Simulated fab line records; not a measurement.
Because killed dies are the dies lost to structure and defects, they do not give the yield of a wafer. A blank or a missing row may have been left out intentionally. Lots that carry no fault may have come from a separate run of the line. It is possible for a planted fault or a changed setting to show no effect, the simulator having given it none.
The same fault as seen by 2 desks | flow berkeley-cmos170 | each desk holds nothing but its own numbers, with what lay behind them at the end

## THE TOOL OWNER'S DESK: litho-track-02
The tool's own readings at UCB170_V2_COAT_07 (resist thk 900 nm): means of the sampled wafers that have a number, for each lot that ran on this tool. Marked OUT: a lot whose mean sits more than 4 standard deviations from the usual mean, which makes it out of limits; the brackets give that distance.
Columns: A = spin-speed-rpm at UCB170_V2_COAT_07, usual 1500.1 rpm
lot  | first seen here | A
L734 | day 8 04:25     | 1501.6
L739 | day 9 04:30     | 1500.1
L742 | day 9 21:50     | 1337.8 (-99 or more) OUT
L743 | day 10 02:31    | 1336.1 (-99 or more) OUT
Finding of this desk: L742, L743 out of limits; the first was L742 at day 9 21:50, on spin-speed-rpm at UCB170_V2_COAT_07. L734, L739 stayed within limits.

## FROM THE METROLOGY DESK
Means of the sampled wafers that have a number, per lot and without regard to the tool the lot ran on: this is what the gauges read. Marked OUT: a lot whose mean sits more than 4 standard deviations from the usual mean, which makes it out of limits; the brackets give that distance.
Columns: A = cd-nm at UCB170_M1_CD_MEAS_90, usual 698.9 nm; B = cd-nm at UCB170_V1_CD_MEAS_12, usual 700.6 nm; C = V2_POLISHED_THK at UCB170_V2_THK_MEAS_04, usual 998.9 nm
lot  | first seen here | A     | B     | C
L733 | day 7 09:26     | 701.9 | 701.1 | 998.6
L734 | day 7 17:27     | 696.4 | 701.8 | 999.4
L735 | day 7 22:08     | 699.3 | 699.7 | 998.2
L737 | day 8 04:28     | 700.9 | 701.3 | 999.3
L736 | day 8 05:07     | 700.6 | 701.0 | 997.8
L739 | day 8 15:41     | 699.6 | 701.5 | 998.8
L738 | day 8 15:53     | 702.2 | 698.7 | 998.3
L742 | day 9 11:58     | 698.6 | 696.8 | 998.8
L743 | day 9 14:53     | 701.8 | 699.0 | 998.8
L746 | day 9 22:19     | 697.1 | 700.2 | 998.8
L750 | day 10 21:07    | 699.9 | 701.8 | 999.7
L754 | day 11 15:02    | 701.2 | 699.3 | 1000.1
L753 | day 11 15:26    | 698.0 | 697.6 | 998.9
L755 | day 11 18:24    | 703.8 | 702.0 | 998.4
This desk's verdict: no lot among the 14 shows anything out of limits.

## PUT TOGETHER
An alarm could have come from the tool owner's desk at day 9 21:50, on L742, L743.
From the metrology desk's view, nothing was out of limits.
The metrology desk holds a record of L742, L743, inside its limits.
All the named lots went through UCB170_V2_COAT_07 on litho-track-02.

## WHAT THE SIMULATOR HAD PUT IN
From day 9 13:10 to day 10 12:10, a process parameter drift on litho-track-02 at UCB170_V2_COAT_07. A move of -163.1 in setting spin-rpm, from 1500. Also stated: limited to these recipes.
Struck lots among those shown: L742, L743.
How many hours passed from the start of the fault until each desk's first out-of-limits reading: the tool owner's desk, 9.
